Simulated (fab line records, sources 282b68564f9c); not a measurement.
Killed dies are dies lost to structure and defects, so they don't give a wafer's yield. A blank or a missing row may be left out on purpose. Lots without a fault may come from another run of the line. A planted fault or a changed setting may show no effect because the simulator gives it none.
A struck lot beside a sound one | flow rit_cmos | 15 steps out of a route of 202
Sound: wafers L744.1, L744.3, L744.6. Struck: wafers L755.1, L755.3, L755.4. The cause comes at the end.
At each step with rows: each side's tool, then ch and its chambers, then its first start. Under that, the readings that differ: sound wafers | struck wafers | difference of the means | sigmas: that difference in standard deviations of wafers without a fault.
alike: readings whose means differ by less than 2 such deviations, and words and numbers that are the same on both sides. not compared: withheld readings, readings that some wafer has no value for, bounds like >300 that may hide the same value, and numbers for which the record gives no deviation and whose values overlap.
The two part at a step that has a row with sigmas, a row that says differs or no value, or rows on one side only. Numbers that don't overlap but have no deviation are shown without sigmas and don't part them. A reading that every wafer of one side lacks parts them only if that side has two wafers or more.

first, 4 steps without rows for these wafers: RIT_GATE_CLEAN_01 (cleans in SC1, time 600 s); RIT_GATE_CLEAN_02 (cleans in dHF, time 31.25 s); RIT_GATE_CLEAN_03 (cleans in SC2, time 600 s); RIT_GATE_CLEAN_04 (cleans in dHF, time 60 s).
RIT_FOX2_THK_MEAS_91:
  sound on film_metro-03, day 3 10:49; struck on film_metro-03, day 5 17:24
  alike: FIELD_OXIDE_LEFT_2_THK
then, 2 steps without rows for these wafers: RIT_GATE_OXIDATION_05 (target thk 3 nm, ox time 270 s); RIT_GATE_ANNEAL_06 (time 600 s).
RIT_GATE_THK_MEAS_07:
  sound on film_metro-01, day 3 15:47; struck on film_metro-03, day 5 19:04
  alike: GATE_OXIDE_THK
then, 1 step without rows for these wafers: RIT_GATE_CVD_08 (deposits poly-Si from SiH4, target thk 250 nm, time 2220 s).
RIT_GATE_THK_MEAS_09:
  sound on film_metro-02, day 3 17:28; struck on film_metro-02, day 5 20:44
  alike: GATE_POLY_THK
then, 2 steps without rows for these wafers: RIT_GATE_HMDS_10 (prime time 60 s); RIT_GATE_COAT_11 (resist thk 850 nm).
RIT_GATE_SOFTBAKE_12: time 60 s.
  sound on litho_track-03 ch 0, day 3 17:50; struck on litho_track-03 ch 0, day 5 21:05
  reading                  | sound             | struck            | difference | sigmas
  heater_power_total_W (W) | 34.55 34.53 34.54 | 35.18 35.13 35.13 | +0.61      | +12
  plate_temp_C (C)         | 89.87 89.94 90.10 | 91.13 91.28 91.16 | +1.22      | +9
then, 1 step without rows for these wafers: RIT_GATE_EXPOSE_13 (exposes mask M6, target cd 150 nm).
RIT_M1_PROBE_99:
  the record has rows for the sound wafers here (prober-02, day 4 16:59) and none for the struck ones

WHERE THEY PART
First at RIT_GATE_SOFTBAKE_12; last, within this record, at RIT_M1_PROBE_99.

WHY: what the simulator had put in
Process parameter drift: litho_track-03, from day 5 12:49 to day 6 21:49, at RIT_GATE_SOFTBAKE_12. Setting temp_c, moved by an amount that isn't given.
